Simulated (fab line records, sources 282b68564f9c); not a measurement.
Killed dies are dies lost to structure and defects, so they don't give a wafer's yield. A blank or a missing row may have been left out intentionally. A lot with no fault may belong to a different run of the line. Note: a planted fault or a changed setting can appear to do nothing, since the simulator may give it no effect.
Which of the tools did it? | flow rit cmos | 10 lots, 30 wafers sampled, at 5 steps of a route of 202

WHAT THE GAUGES READ, wafer by wafer
RIT_NSD_OVL_MEAS_06.
lot  | measured    | on         | NSD_OVL (nm)
L297 | day 3 01:28 | overlay-01 | 1.5 1.2 -0.2
L298 | day 3 07:07 | overlay-02 | 1.2 1.6 -0.8
L299 | day 3 11:34 | overlay-02 | -1.0 -1.1 -1.2
L300 | day 3 18:59 | overlay-02 | -1.8 -0.7 0.3
L306 | day 5 00:53 | overlay-02 | 0.7 -1.6 1.9
L308 | day 5 10:42 | overlay-02 | -0.8 -0.4 -0.8
L314 | day 6 18:00 | overlay-01 | -1.6 -0.1 0.4
L317 | day 7 08:50 | overlay-02 | 1.6 2.4 0.6
L319 | day 7 15:58 | overlay-02 | -2.7 -0.5 -0.3
L320 | day 7 23:40 | overlay-02 | 0.0 1.5 -0.2

RIT_SILICIDE_THK_MEAS_03: measures by xrf.
lot  | measured    | on            | SILICIDE_TI_THK (nm)
L297 | day 3 04:47 | film metro-02 | 29.7 30.3 29.8
L298 | day 3 10:20 | film metro-04 | 29.3 30.0 30.0
L299 | day 3 14:47 | film metro-02 | 30.0 29.9 30.1
L300 | day 3 22:16 | film metro-02 | 29.8 29.8 29.8
L306 | day 5 04:24 | film metro-03 | 29.5 29.5 29.6
L308 | day 5 13:55 | film metro-02 | 30.5 30.0 29.9
L314 | day 6 21:11 | film metro-02 | 29.5 28.9 29.5
L317 | day 7 12:05 | film metro-04 | 29.1 30.2 29.2
L319 | day 7 19:30 | film metro-02 | 29.2 29.5 29.5
L320 | day 8 02:53 | film metro-03 | 28.6 28.3 29.1

RIT_M1_CD_MEAS_09: target cd 2600 nm.
lot  | measured    | on        | cd nm (nm)
L297 | day 3 08:36 | cd sem-01 | 2599.7 2600.0 2599.2
L298 | day 3 14:27 | cd sem-02 | 2599.5 2600.9 2601.8
L299 | day 3 18:38 | cd sem-02 | 2596.5 2599.9 2597.6
L300 | day 4 02:28 | cd sem-02 | 2598.8 2599.7 2599.0
L306 | day 5 08:34 | cd sem-01 | 2599.4 2600.5 2600.4
L308 | day 5 17:53 | cd sem-02 | 2590.1 2593.8 2594.3
L314 | day 7 01:17 | cd sem-01 | 2601.1 2598.1 2599.0
L317 | day 7 16:16 | cd sem-02 | 2598.8 2597.6 2598.2
L319 | day 7 23:37 | cd sem-02 | 2596.7 2595.6 2597.5
L320 | day 8 07:09 | cd sem-01 | 2599.1 2597.7 2597.1

WHICH TOOL RAN EACH LOT (tool, then ch and the chambers of the sampled wafers, then the start)
lot  | RIT_CONTACT_CVD_00             | RIT_M1_EXPOSE_06
L297 | pecvd-01 ch 1,2, day 3 05:01   | iline stepper-02 ch 0, day 3 08:10
L298 | pecvd-03 ch 0,2, day 3 10:33   | iline stepper-01 ch 0, day 3 13:52
L299 | pecvd-02 ch 0,1, day 3 15:01   | iline stepper-01 ch 0, day 3 18:13
L300 | pecvd-01 ch 1,2, day 3 22:33   | iline stepper-02 ch 0, day 4 02:02
L306 | pecvd-01 ch 1, day 5 04:38     | iline stepper-02 ch 0, day 5 08:07
L308 | pecvd-02 ch 0,1,2, day 5 14:09 | iline stepper-01 ch 0, day 5 17:27
L314 | pecvd-02 ch 0,1, day 6 21:25   | iline stepper-02 ch 0, day 7 00:50
L317 | pecvd-02 ch 0,1,2, day 7 12:21 | iline stepper-02 ch 0, day 7 15:50
L319 | pecvd-03 ch 0,1, day 7 19:46   | iline stepper-02 ch 0, day 7 23:11
L320 | pecvd-02 ch 0,1,2, day 8 03:07 | iline stepper-02 ch 0, day 8 06:43
- RIT_CONTACT_CVD_00: deposits SiO2 from TEOS, target thk 400 nm, time 63.48 s.
- RIT_M1_EXPOSE_06: exposes mask M12, target cd 2600 nm.

WHAT THE TOOLS THEMSELVES READ (means of the sampled wafers that have a number; where no wafer has one, the mark that the record gives instead)
RIT_CONTACT_CVD_00.
lot  | tool     | heater power w (W)
L297 | pecvd-01 | 373
L298 | pecvd-03 | 321
L299 | pecvd-02 | 273
L300 | pecvd-01 | 377
L306 | pecvd-01 | 354
L308 | pecvd-02 | 320
L314 | pecvd-02 | 287
L317 | pecvd-02 | 313
L319 | pecvd-03 | 336
L320 | pecvd-02 | 323

RIT_M1_EXPOSE_06.
lot  | tool             | exposure dose mJ cm2
L297 | iline stepper-02 | 252.24
L298 | iline stepper-01 | 251.88
L299 | iline stepper-01 | 251.96
L300 | iline stepper-02 | 251.92
L306 | iline stepper-02 | 252.16
L308 | iline stepper-01 | 250.23
L314 | iline stepper-02 | 251.90
L317 | iline stepper-02 | 251.84
L319 | iline stepper-02 | 251.81
L320 | iline stepper-02 | 251.68

THE ANSWER, worked out from the rows above alone
Rule: usual is defined by the lots themselves. The widest of any qualifying gaps counts: lots, ordered by their means at a reading, are off when they make up no more than a third of the lots, leave a main group of 4 or more, and stand apart from it by 3 or more times the standard deviation of that group's means. A main group whose means are all the same, to the digits that the tables above print for the reading, isn't used. Also off: a lot with no number at a reading for which 4 or more lots have one. The other lots that the step has rows for count as sound. First the gauges in route order, then the tools' own readings, where a lot's mean is used as printed above. The first step at which some lot is off is used, and at that step the reading that is off furthest; a lot without a number counts as furthest.
Off: L308 (RIT_M1_CD_MEAS_09, cd nm). The main group has a mean of 2598.9 nm with a standard deviation of 1.2.
If a tool, at a process step before that reading, ran all the lots that are off and no sound lot after the first of them, it fits. The gauges at RIT_M1_CD_MEAS_09 aren't tried: what is off there is off at RIT_M1_EXPOSE_06 too, on other tools, and a gauge's error can't cause that. One fits: iline stepper-01 at RIT_M1_EXPOSE_06. Its last sound lot is L299 (day 3 18:13), its first lot that is off L308 (day 5 17:27): a fault that began between those two fits.
The tool's own readings at RIT_M1_EXPOSE_06 bear it out: on the lots that are off they differ by more than 5 times the standard deviation of the sound lots' means. exposure dose mJ cm2 reads 250.23 there against 251.93 on the sound lots.

WHAT THE SIMULATOR HAD PUT IN
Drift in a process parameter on iline stepper-01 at RIT_M1_EXPOSE_06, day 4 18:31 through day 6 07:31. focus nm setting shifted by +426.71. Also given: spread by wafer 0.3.
Lots struck among those shown: L308. Same finding as the rule above.
